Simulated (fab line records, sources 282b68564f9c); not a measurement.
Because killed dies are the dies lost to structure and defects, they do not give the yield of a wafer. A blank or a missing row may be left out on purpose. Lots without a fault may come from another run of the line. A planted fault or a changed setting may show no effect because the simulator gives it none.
Comparing a struck lot with a sound one / flow ritCmos / 44 steps out of a route of 202
Sound: wafers L758.2, L758.4, L758.5. The struck wafers were L767.1, L767.4, L767.5. The cause comes at the end.
Each step with rows lists, per side, the tool, then ch with its chambers, then its first start. Under that, the readings that differ: sound wafers / struck wafers / difference of the means / sigmas: that difference in standard deviations of wafers without a fault.
alike: readings whose means differ by less than 2 such deviations, and words and numbers that are the same on both sides. not compared: withheld readings, readings that some wafer has no value for, bounds like >300 that may hide the same value, and numbers for which the record gives no deviation and whose values overlap.
Wherever a step has rows on one side only, a row that says differs or no value, or a row with sigmas, the two part there. Non-overlapping numbers with no deviation appear without sigmas and do not part them. A reading missing from all wafers of one side parts the sides only when that side holds two or more wafers.

first, 3 steps without rows for these wafers: RIT_REOX_CLEAN_01 (cleans in dHF, time 30 s); RIT_REOX_CLEAN_02 (cleans in SC2, time 600 s); RIT_REOX_OXIDATION_03 (target thk 25.2 nm, ox time 5580 s).
RIT_REOX_THK_MEAS_04:
  sound: filmMetro-02 at day 4 05:07; struck: filmMetro-04 at day 5 23:59
  alike: REOX_OXIDE_THK
then, 6 steps without rows for these wafers: RIT_NLDD_HMDS_00 (prime time 60 s); RIT_NLDD_COAT_01 (resist thk 1000 nm); RIT_NLDD_SOFTBAKE_02 (time 60 s); RIT_NLDD_EXPOSE_03 (exposes mask M7, target cd 40700 nm); RIT_NLDD_PEB_04; RIT_NLDD_DEVELOP_05 (develop time 50 s).
RIT_NLDD_OVL_MEAS_06:
  sound: overlay-01 at day 4 06:01; struck: overlay-01 at day 6 00:55
  alike: NLDD_OVL
then, 1 step without rows for these wafers: RIT_NLDD_HARDBAKE_07 (time 60 s).
RIT_NLDD_IMPLANT_08:
  sound on implanter-03 ch 0, day 4 06:14; struck on implanter-03 ch 0, day 6 01:06
reading=doseIonsCm2; sound=5.002e+14 4.992e+14 4.997e+14; struck=7.982e+14 7.986e+14 7.988e+14; difference=+2.988e+14; sigmas=+99 or more
reading=endStationPressureTorr (Torr); sound=5.89e-06 6.47e-06 6.08e-06; struck=7e-06 7.02e-06 7.35e-06; difference=+1e-06; sigmas=+3
reading=faradayCurrentUA; sound=1576 1544 1610; struck=2568 2475 2539; difference=+951; sigmas=+28
  alike: beamOnS, tiltDeg
RIT_NLDD_STRIP_09: strips in O2, time 180 s.
  sound on plasmaAsher-03 ch 0,1, day 4 06:21; struck on plasmaAsher-04 ch 1, day 6 01:15
  alike: drypumpMotorCurrentA
  not compared: rfHoursCounterH
RIT_NLDD_TW_MEAS_10:
  sound: filmMetro-01 at day 4 06:32; struck: filmMetro-03 at day 6 01:25
reading=NLDD_TW; sound=2509 2509 2516; struck=2783 2792 2782; difference=+274; sigmas=+15
then, 6 steps without rows for these wafers: RIT_PLDD_HMDS_00 (prime time 60 s); RIT_PLDD_COAT_01 (resist thk 1000 nm); RIT_PLDD_SOFTBAKE_02 (time 60 s); RIT_PLDD_EXPOSE_03 (exposes mask M8, target cd 40900 nm); RIT_PLDD_PEB_04; RIT_PLDD_DEVELOP_05 (develop time 50 s).
RIT_PLDD_OVL_MEAS_06:
  sound: overlay-01 at day 4 07:31; struck: overlay-01 at day 6 02:30
  alike: PLDD_OVL
then, 2 steps without rows for these wafers: RIT_PLDD_HARDBAKE_07 (time 60 s); RIT_PLDD_IMPLANT_08.
RIT_PLDD_STRIP_09: strips in O2, time 180 s.
  sound on plasmaAsher-01 ch 0,1, day 4 07:50; struck on plasmaAsher-01 ch 1, day 6 02:50
  alike: drypumpMotorCurrentA
  not compared: rfHoursCounterH
RIT_PLDD_TW_MEAS_10:
  sound: filmMetro-01 at day 4 08:02; struck: filmMetro-04 at day 6 03:01
  alike: PLDD_TW
then, 4 steps without rows for these wafers: RIT_SPACER_CLEAN_00 (cleans in SC1, time 600 s); RIT_SPACER_CLEAN_01 (cleans in dHF, time 30 s); RIT_SPACER_CLEAN_02 (cleans in SC2, time 600 s); RIT_SPACER_CVD_03 (deposits Si3N4 from SiH2Cl2/NH3, target thk 250 nm, time 3300 s).
RIT_SPACER_THK_MEAS_04:
  sound: filmMetro-01 at day 4 10:22; struck: filmMetro-02 at day 6 05:22
  alike: SPACER_NITRIDE_THK
RIT_SPACER_ETCHBACK_05: etches Si3N4 in SF6/CHF3, stops on SiO2, target depth 250 nm, time 240 s.
  sound on rieDiel-03 ch 1,2,3, day 4 10:25; struck on rieDiel-03 ch 0,1,2, day 6 05:26
  alike: SF6_flow_sccm, drypumpMotorCurrentA, oesProductAu, throttleValvePct
  not compared: rfHoursCounterH
then, 6 steps without rows for these wafers: RIT_NSD_HMDS_00 (prime time 60 s); RIT_NSD_COAT_01 (resist thk 1000 nm); RIT_NSD_SOFTBAKE_02 (time 60 s); RIT_NSD_EXPOSE_03 (exposes mask M9, target cd 40700 nm); RIT_NSD_PEB_04; RIT_NSD_DEVELOP_05 (develop time 50 s).
RIT_NSD_OVL_MEAS_06:
  sound: overlay-02 at day 4 11:33; struck: overlay-01 at day 6 06:26
  alike: NSD_OVL
then, 2 steps without rows for these wafers: RIT_NSD_HARDBAKE_07 (time 60 s); RIT_NSD_IMPLANT_08.
RIT_NSD_STRIP_09: strips in O2, time 180 s.
  sound on plasmaAsher-01 ch 0, day 4 11:53; struck on plasmaAsher-04 ch 0,1, day 6 06:46
  alike: drypumpMotorCurrentA
  not compared: rfHoursCounterH
RIT_SDANNEAL_RS_MEAS_07: measures by four-point-probe.
  sound: filmMetro-03 at day 4 14:20; struck: filmMetro-01 at day 6 09:20
reading=NLDD_RS (ohm/sq); sound=151.1 151.0 150.7; struck=103.0 103.2 103.2; difference=-47.8; sigmas=-85
RIT_M1_PROBE_99:
  sound: prober-01 at day 4 21:34; struck: prober-02 at day 6 17:47
reading=model.etest.nmos_0p3.rOnOhmUm; sound=2148 2110 2106; struck=1967 1998 1992; difference=-136; sigmas=
reading=model.etest.nmos_0p15.rOnOhmUm; sound=1149 1132 1108; struck=947.2 989.2 973.2; difference=-159.8; sigmas=
reading=model.etest.nldd.rsOhmSq; sound=365.7 370.9 367.4; struck=244.8 240.1 246.7; difference=-124.1; sigmas=
reading=model.etest.nmosTurned.driveUaUm; sound=323.9 321.6 335.1; struck=418.9 414.7 409.8; difference=+87.6; sigmas=
reading=model.etest.nmos_0p15.driveUaUm; sound=460.3 463 470.7; struck=529.2 514.6 511.4; difference=+53.7; sigmas=
reading=model.etest.nldd.lineOhmUm; sound=115.2 115 115.8; struck=75.11 74.89 75.74; difference=-40.09; sigmas=
reading=model.etest.nmosNarrow.driveUaUm; sound=226.3 225.9 230.2; struck=242 238 239.5; difference=+12; sigmas=
reading=model.etest.nmos_0p3.driveUaUm; sound=228.9 229.5 234; struck=238.1 236.1 237.6; difference=+6.5; sigmas=
  alike: killedAtFrontEnd, killedDies, killedOpen, killedShort

== WHERE THEY PART ==
Earliest at RIT_NLDD_IMPLANT_08; latest, in this record, at RIT_SDANNEAL_RS_MEAS_07. Later steps at which nothing parts them and some readings are alike: RIT_M1_PROBE_99.

WHY: whatever the simulator had introduced
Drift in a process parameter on implanter-03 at RIT_NLDD_IMPLANT_08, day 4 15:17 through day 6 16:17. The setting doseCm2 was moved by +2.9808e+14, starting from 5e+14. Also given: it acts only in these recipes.
